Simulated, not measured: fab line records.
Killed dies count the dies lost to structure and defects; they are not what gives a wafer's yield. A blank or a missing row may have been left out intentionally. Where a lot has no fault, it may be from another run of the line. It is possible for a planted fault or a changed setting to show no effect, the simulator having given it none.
Which tool is to blame? | flow berkeley-cmos170 | Sampling: 13 lots, 39 wafers, 6 of 331 route steps

## WHAT EACH GAUGE READ, for each wafer
UCB170_SPACER_THK_MEAS_01. Usual: SPACER_TEOS_THK typically reads 377 nm, with standard deviation 4.5.
lot  | measured     | on            | SPACER_TEOS_THK (nm) | flag
L714 | day 6 18:06  | film-metro-03 | 372 373 385          |
L713 | day 6 18:28  | film-metro-02 | 374 380 377          |
L716 | day 7 09:31  | film-metro-02 | 378 378 378          |
L721 | day 8 11:55  | film-metro-02 | 378 384 379          |
L725 | day 9 01:44  | film-metro-04 | 371 380 382          |
L726 | day 9 12:52  | film-metro-04 | 370 378 377          |
L728 | day 9 19:01  | film-metro-04 | 368 367 379          |
L727 | day 9 19:22  | film-metro-03 | 368 378 379          |
L732 | day 10 02:10 | film-metro-03 | 368 367 375          |
L733 | day 10 21:34 | film-metro-02 | 380 379 377          |
L735 | day 11 07:25 | film-metro-03 | 371 383 380          |
L734 | day 11 09:22 | film-metro-03 | 372 376 382          |
L736 | day 11 15:04 | film-metro-02 | 377 387 376          |

UCB170_PSD_TW_MEAS_10. Usual: PSD_TW typically reads 2346, with standard deviation 23.
lot  | measured     | on            | PSD_TW         | flag
L714 | day 7 01:43  | film-metro-04 | 2363 2356 2368 |
L713 | day 7 02:12  | film-metro-02 | 2307 2317 2309 |
L716 | day 7 13:48  | film-metro-02 | 2317 2315 2303 |
L721 | day 8 19:37  | film-metro-02 | 2300 2295 2282 |
L725 | day 9 06:14  | film-metro-04 | 2352 2370 2353 |
L726 | day 9 20:51  | film-metro-01 | 2353 2365 2338 |
L728 | day 10 02:07 | film-metro-04 | 2362 2359 2371 |
L727 | day 10 02:28 | film-metro-04 | 2356 2354 2344 |
L732 | day 10 07:35 | film-metro-01 | 2357 2349 2352 |
L733 | day 11 05:11 | film-metro-01 | 2351 2356 2355 |
L735 | day 11 13:47 | film-metro-01 | 2362 2364 2359 |
L734 | day 11 14:02 | film-metro-01 | 2350 2363 2361 |
L736 | day 11 22:23 | film-metro-04 | 2347 2348 2335 |

UCB170_M1_RS_MEAS_01: the measuring method here is four-point-probe. Usual: M1_AL_RS typically reads 0.0493 ohm/sq, with standard deviation 0.00046.
lot  | measured     | on            | M1_AL_RS (ohm/sq)    | flag
L714 | day 7 11:44  | film-metro-02 | 0.0490 0.0491 0.0495 |
L713 | day 7 11:10  | film-metro-04 | 0.0496 0.0493 0.0500 |
L716 | day 8 01:56  | film-metro-01 | 0.0485 0.0488 0.0489 |
L721 | day 9 08:44  | film-metro-02 | 0.0486 0.0485 0.0536 |
L725 | day 9 17:08  | film-metro-01 | 0.0494 0.0494 0.0496 |
L726 | day 10 05:33 | film-metro-02 | 0.0498 0.0491 0.0499 |
L728 | day 10 11:46 | film-metro-04 | 0.0498 0.0498 0.0498 |
L727 | day 10 13:10 | film-metro-02 | 0.0494 0.0495 0.0494 |
L732 | day 10 17:46 | film-metro-02 | 0.0495 0.0492 0.0497 |
L733 | day 11 14:37 | film-metro-02 | 0.0494 0.0494 0.0494 |
L735 | day 11 21:45 | film-metro-01 | 0.0499 0.0499 0.0501 |
L734 | day 12 00:05 | film-metro-02 | 0.0503 0.0497 0.0496 |
L736 | day 12 10:19 | film-metro-04 | 0.0494 0.0492 0.0494 |

UCB170_M1_THK_MEAS_02: measures by xrf. Usual: M1_AL_THK typically reads 582 nm, with standard deviation 5.9.
lot  | measured     | on            | M1_AL_THK (nm) | flag
L714 | day 7 11:52  | film-metro-02 | 583 583 576    |
L713 | day 7 11:16  | film-metro-04 | 577 577 575    |
L716 | day 8 02:03  | film-metro-01 | 593 589 587    |
L721 | day 9 08:51  | film-metro-02 | 588 589 535    |
L725 | day 9 17:15  | film-metro-01 | 584 582 586    |
L726 | day 10 05:40 | film-metro-02 | 573 578 576    |
L728 | day 10 11:53 | film-metro-04 | 584 577 577    |
L727 | day 10 13:17 | film-metro-02 | 578 576 576    |
L732 | day 10 17:53 | film-metro-02 | 574 578 572    |
L733 | day 11 14:42 | film-metro-02 | 575 574 575    |
L735 | day 11 21:52 | film-metro-01 | 578 575 573    |
L734 | day 12 00:11 | film-metro-02 | 571 577 576    |
L736 | day 12 10:25 | film-metro-04 | 586 586 582    |

UCB170_M1_CD_MEAS_09: the cd target is 700 nm. Usual: cd-nm at 699.7 nm, with a standard deviation of 1.6.
lot  | measured     | on        | cd-nm (nm)        | flag
L714 | day 7 13:40  | cd-sem-01 | 698.0 697.4 697.1 |
L713 | day 7 12:28  | cd-sem-02 | 697.6 698.2 698.4 |
L716 | day 8 03:34  | cd-sem-02 | 701.8 699.7 698.9 |
L721 | day 9 11:14  | cd-sem-01 | 697.2 698.1 697.9 |
L725 | day 9 18:33  | cd-sem-01 | 699.5 699.6 697.2 |
L726 | day 10 07:14 | cd-sem-01 | 700.9 699.9 700.2 |
L728 | day 10 13:03 | cd-sem-01 | 701.0 701.1 701.8 |
L727 | day 10 14:28 | cd-sem-02 | 698.6 698.7 699.3 |
L732 | day 10 18:55 | cd-sem-02 | 701.1 700.2 702.5 |
L733 | day 11 15:38 | cd-sem-01 | 696.2 697.1 696.6 |
L735 | day 11 23:27 | cd-sem-02 | 699.5 700.5 698.2 |
L734 | day 12 05:16 | cd-sem-02 | 699.9 700.7 699.6 |
L736 | day 12 12:25 | cd-sem-02 | 699.9 698.4 699.1 |

## WHICH TOOL RAN EACH LOT (tool, then ch and the chambers of the sampled wafers, then the start)
lot  | UCB170_M1_SPUTTER_00
L714 | pvd-sputter-02, day 7 11:41
L713 | pvd-sputter-03, day 7 11:05
L716 | pvd-sputter-02, day 8 01:52
L721 | pvd-sputter-02, day 9 08:40
L725 | pvd-sputter-04, day 9 17:04
L726 | pvd-sputter-03, day 10 05:29
L728 | pvd-sputter-03, day 10 11:42
L727 | pvd-sputter-04, day 10 13:06
L732 | pvd-sputter-04, day 10 17:43
L733 | pvd-sputter-03, day 11 14:29
L735 | pvd-sputter-04, day 11 21:41
L734 | pvd-sputter-03, day 12 00:00
L736 | pvd-sputter-03, day 12 10:14
- UCB170_M1_SPUTTER_00: material Al, target thk 600 nm, time 80 s.

## WHAT THE TOOLS THEMSELVES READ (means of the sampled wafers that have a number; where no wafer has one, the mark that the record gives instead)
UCB170_M1_SPUTTER_00. Usual: throttle-valve-pct at 29.8 %, with a standard deviation of 1.1.
lot  | tool           | throttle-valve-pct (%) | flag
L714 | pvd-sputter-02 | 30.9                   |
L713 | pvd-sputter-03 | 28.3                   |
L716 | pvd-sputter-02 | 30.3                   |
L721 | pvd-sputter-02 | 29.4                   |
L725 | pvd-sputter-04 | 30.2                   |
L726 | pvd-sputter-03 | 30.2                   |
L728 | pvd-sputter-03 | 30.4                   |
L727 | pvd-sputter-04 | 30.3                   |
L732 | pvd-sputter-04 | 30.2                   |
L733 | pvd-sputter-03 | 30.0                   |
L735 | pvd-sputter-04 | 29.8                   |
L734 | pvd-sputter-03 | 30.1                   |
L736 | pvd-sputter-03 | 28.1                   |

## THE ANSWER, worked out from the rows above alone
Rule: a lot is off if the mean of its wafers that have a number lies more than 3 standard deviations from the usual mean. Also off: a lot with no number at a reading for which 4 or more lots have one. The other lots that the step has rows for count as sound. The gauges are gone through in route order, then the tools' own readings, and for those a lot's mean is taken as printed above. At the first step where some lot is off, the reading lying furthest off is the one used; lots without a number count as furthest.
Nothing can be told from this: no lot is off at any reading shown.

## WHAT HAD BEEN PUT IN BY THE SIMULATOR
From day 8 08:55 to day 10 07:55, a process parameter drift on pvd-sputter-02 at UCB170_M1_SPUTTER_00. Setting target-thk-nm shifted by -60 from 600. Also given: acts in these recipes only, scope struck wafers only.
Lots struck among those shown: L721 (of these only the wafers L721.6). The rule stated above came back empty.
